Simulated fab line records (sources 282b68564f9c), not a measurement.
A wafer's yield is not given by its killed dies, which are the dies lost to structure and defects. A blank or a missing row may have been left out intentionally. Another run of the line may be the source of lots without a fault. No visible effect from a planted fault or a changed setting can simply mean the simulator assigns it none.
Struck lot and sound lot, side by side	flow rit_cmos	19 out of 202 route steps
Sound: these wafers, L502.2, L502.5, L502.6. The struck wafers were L497.1, L497.4, L497.5. The cause is given at the end.
Each step with rows lists, per side, the tool, then ch with its chambers, then its first start. Under that, the readings that differ: sound wafers	struck wafers	difference of the means	sigmas: that difference in standard deviations of wafers without a fault.
alike: a reading whose means differ by less than 2 such deviations, as well as words and numbers matching on both sides. not compared: withheld readings; readings where some wafer has no value; bounds like >300 that might hide an equal value; numbers whose values overlap and for which the record gives no deviation.
A row with sigmas, a row that says differs or no value, or rows on one side alone: a step with any of these is where the two part. When numbers do not overlap yet have no deviation, they are printed without sigmas and do not part them. A reading that every wafer of one side lacks parts them only if that side has two wafers or more.

RIT_SDANNEAL_RS_MEAS_06: measures by four-point-probe.
  sound on film_metro-04 at day 6 15:40; struck on film_metro-03 at day 5 14:12
  alike: PLDD_RS
RIT_SDANNEAL_RS_MEAS_07: measures by four-point-probe.
  sound on film_metro-04 at day 6 15:47; struck on film_metro-03 at day 5 14:19
  alike: NLDD_RS
then, 1 step without rows for these wafers: RIT_SILICIDE_WET_ETCH_00 (etches SiO2 in BOE, target depth 14 nm, time 15 s).
RIT_SILICIDE_SPUTTER_01: material Ti, target thk 30 nm, time 240 s.
  sound on pvd_sputter-01 at day 6 15:54; struck on pvd_sputter-01 at day 5 14:27
  alike: throttle_valve_pct
RIT_SILICIDE_RS_MEAS_02: measures by four-point-probe.
  sound on film_metro-01 at day 6 16:04; struck on film_metro-01 at day 5 14:36
  alike: SILICIDE_TI_RS
RIT_SILICIDE_THK_MEAS_03: measures by xrf.
  sound on film_metro-01 at day 6 16:11; struck on film_metro-01 at day 5 14:43
  alike: SILICIDE_TI_THK
RIT_SILICIDE_RTA_04: time 10 s, ramp up 5 s, ramp down 5 s.
  sound on rtp_anneal-02 ch 0, day 6 16:14; struck on rtp_anneal-01 ch 0, day 5 14:47
  alike: chamber_o2_ppm, wafer_temp_C_max
then, 1 step without rows for these wafers: RIT_SILICIDE_WET_ETCH_05 (etches Ti in SPM, time 120 s).
RIT_SILICIDE_RTA_06: time 10 s, ramp up 5 s, ramp down 10 s.
  sound on rtp_anneal-01 ch 0, day 6 16:21; struck on rtp_anneal-02 ch 0, day 5 14:53
  alike: chamber_o2_ppm, wafer_temp_C_max
RIT_CONTACT_CVD_00: deposits SiO2 from TEOS, target thk 400 nm, time 62.96 s.
  sound on pecvd-01 ch 0,1, day 6 16:25; struck on pecvd-01 ch 0,1, day 5 15:01
  alike: heater_power_w
RIT_CONTACT_THK_MEAS_01:
  sound on film_metro-04 at day 6 16:28; struck on film_metro-04 at day 5 15:04
  alike: CONTACT_TEOS_THK
then, 1 step without rows for these wafers: RIT_CONTACT_HMDS_02 (prime time 60 s).
RIT_CONTACT_COAT_03: resist thk 1000 nm.
  struck on litho_track-01, day 5 15:17; sound on litho_track-03 ch 0, day 6 16:41
  no value came back on the struck wafers for chill_plate_temp_C (C), dispense_pressure_kPa (kPa); on the sound wafers chill_plate_temp_C (C) reads 23.01 23.15 22.79
then, 4 steps without rows for these wafers: RIT_CONTACT_SOFTBAKE_04 (time 60 s); RIT_CONTACT_EXPOSE_05 (exposes mask M11, target cd 1000 nm); RIT_CONTACT_PEB_06; RIT_CONTACT_DEVELOP_07 (develop time 120 s).
RIT_CONTACT_CD_MEAS_08: target cd 1000 nm.
  sound on cd_sem-02 at day 6 17:43; struck on cd_sem-01 at day 5 16:13
reading	sound	struck	difference	sigmas
cd_nm (nm)	998.6 1000.0 997.8	- - -	no value on the struck wafers	
RIT_CONTACT_OVL_MEAS_09:
  sound on overlay-01 at day 6 17:50; struck on overlay-02 at day 5 16:20
reading	sound	struck	difference	sigmas
CONTACT_OVL (nm)	2.7 0.7 2.5	- - -	no value on the struck wafers	

WHERE THEY PART
First at RIT_CONTACT_COAT_03; last, within this record, at RIT_CONTACT_OVL_MEAS_09.

WHY: what the simulator had put in
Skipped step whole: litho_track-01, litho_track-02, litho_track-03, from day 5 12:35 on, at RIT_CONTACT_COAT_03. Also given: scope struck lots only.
